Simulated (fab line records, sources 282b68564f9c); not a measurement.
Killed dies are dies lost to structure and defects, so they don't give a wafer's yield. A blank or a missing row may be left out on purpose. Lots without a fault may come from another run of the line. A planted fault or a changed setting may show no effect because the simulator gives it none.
Which tool did it? | flow rit_cmos | 14 lots, 42 wafers sampled, at 2 steps of a route of 202

WHAT THE GAUGES READ, wafer by wafer
RIT_GATE_THK_MEAS_07.
lot  | measured    | on            | GATE_OXIDE_THK (nm)
L870 | day 2 18:04 | film_metro-02 | 2.98 2.94 2.95
L871 | day 2 21:12 | film_metro-02 | 3.08 3.09 3.06
L872 | day 3 01:39 | film_metro-01 | 3.12 3.08 3.16
L873 | day 3 07:08 | film_metro-01 | 3.14 3.17 3.15
L874 | day 3 12:28 | film_metro-02 | 3.15 3.12 3.12
L875 | day 3 22:49 | film_metro-04 | 3.10 3.20 3.09
L876 | day 4 00:59 | film_metro-01 | 3.09 3.14 3.21
L880 | day 4 22:36 | film_metro-01 | 3.04 3.02 3.02
L883 | day 5 14:36 | film_metro-04 | 3.80 3.78 3.88
L884 | day 5 14:49 | film_metro-02 | 3.92 3.94 3.90
L889 | day 6 15:38 | film_metro-01 | 2.96 2.89 2.95
L890 | day 7 07:09 | film_metro-02 | 2.95 2.93 2.90
L891 | day 7 07:10 | film_metro-01 | 3.07 3.09 3.20
L892 | day 7 07:09 | film_metro-04 | 3.12 3.10 3.09

WHICH TOOL RAN EACH LOT (tool, then ch and the chambers of the sampled wafers, then the start)
lot  | RIT_GATE_OXIDATION_05
L870 | furnace-04 ch 0, day 2 15:23
L871 | furnace-03 ch 0, day 2 19:22
L872 | furnace-03 ch 0, day 3 00:19
L873 | furnace-03 ch 0, day 3 04:49
L874 | furnace-03 ch 0, day 3 10:55
L875 | furnace-03 ch 0, day 3 19:37
L876 | furnace-03 ch 0, day 3 22:37
L880 | furnace-01 ch 0, day 4 20:48
L883 | furnace-04 ch 0, day 5 12:11
L884 | furnace-04 ch 0, day 5 13:16
L889 | furnace-03 ch 0, day 6 14:18
L890 | furnace-01 ch 0, day 7 04:31
L891 | furnace-01 ch 0, day 7 04:31
L892 | furnace-01 ch 0, day 7 04:31
- RIT_GATE_OXIDATION_05: target thk 3 nm, ox time 274.8 s.

WHAT THE TOOLS THEMSELVES READ (means of the sampled wafers that have a number; where no wafer has one, the mark that the record gives instead)
RIT_GATE_OXIDATION_05.
lot  | tool       | spike_tc_centre_C (C) | spike_tc_load_C (C) | spike_tc_source_C (C) | tube_center_temp_C (C) | tube_center_temp_C_max
L870 | furnace-04 | 902.8                 | 924.3               | 925                   | 899.96                 | 902.3
L871 | furnace-03 | 900.5                 | 922.5               | 915                   | 899.99                 | 902.4
L872 | furnace-03 | 902.0                 | 921.8               | 916                   | 899.96                 | 902.3
L873 | furnace-03 | 900.5                 | 921.8               | 915                   | 899.99                 | 902.5
L874 | furnace-03 | 900.3                 | 922.3               | 916                   | 900.06                 | 902.2
L875 | furnace-03 | 901.0                 | 922.3               | 916                   | 899.92                 | 902.3
L876 | furnace-03 | 901.9                 | 921.9               | 916                   | 899.95                 | 902.2
L880 | furnace-01 | 901.6                 | 927.9               | 921                   | 900.03                 | 902.4
L883 | furnace-04 | 923.4                 | 944.6               | 946                   | 920.10                 | 922.9
L884 | furnace-04 | 922.3                 | 945.7               | 944                   | 920.04                 | 922.7
L889 | furnace-03 | 901.2                 | 922.7               | 916                   | 899.97                 | 902.3
L890 | furnace-01 | 902.0                 | 927.9               | 921                   | 899.96                 | 902.2
L891 | furnace-01 | 901.9                 | 928.0               | 921                   | 899.87                 | 902.0
L892 | furnace-01 | 901.2                 | 928.0               | 922                   | 899.92                 | 902.3

THE ANSWER, worked out from the rows above alone
Rule: what is usual is taken from the lots themselves. Put in order of their means at a reading, lots are off if they are a third of the lots or fewer, leave a main group of 4 or more, and stand apart from it by a gap of 3 or more times the standard deviation of the main group's means; of several such gaps the widest counts. A main group whose means are all the same, to the digits that the tables above print for the reading, isn't used. A lot without any number at a reading at which 4 lots or more have one is off too. The other lots that the step has rows for count as sound. The gauges are gone through in route order, then the tools' own readings, and for those a lot's mean is taken as printed above. The first step at which some lot is off is used, and at that step the reading that is off furthest; a lot without a number counts as furthest.
Off: L883, L884, at RIT_GATE_THK_MEAS_07 (GATE_OXIDE_THK). The main group: mean 3.07 nm, standard deviation 0.082.
A tool fits if, at a process step before that reading, it ran every lot that is off, and no sound lot after the first of them. The gauges at RIT_GATE_THK_MEAS_07 aren't tried: what is off there is off at RIT_GATE_OXIDATION_05 too, on other tools, and a gauge's error can't cause that. One fits: furnace-04 at RIT_GATE_OXIDATION_05. Its last sound lot is L870 (day 2 15:23), its first lot that is off L883 (day 5 12:11): a fault that began between those two fits.
The tool's own readings at RIT_GATE_OXIDATION_05 bear it out: on the lots that are off they differ by more than 5 times the standard deviation of the sound lots' means. spike_tc_centre_C reads 922.8 C there against 901.4 C on the sound lots; spike_tc_load_C reads 945.2 C there against 924.3 C on the sound lots; spike_tc_source_C reads 945 C there against 918 C on the sound lots; tube_center_temp_C reads 920.07 C there against 899.97 C on the sound lots; tube_center_temp_C_max reads 922.8 there against 902.3 on the sound lots.

WHAT THE SIMULATOR HAD PUT IN
Process parameter drift: furnace-04, from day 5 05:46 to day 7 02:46, at RIT_GATE_OXIDATION_05. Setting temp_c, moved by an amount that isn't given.
Lots struck among those shown: L883, L884. The rule above found the same.
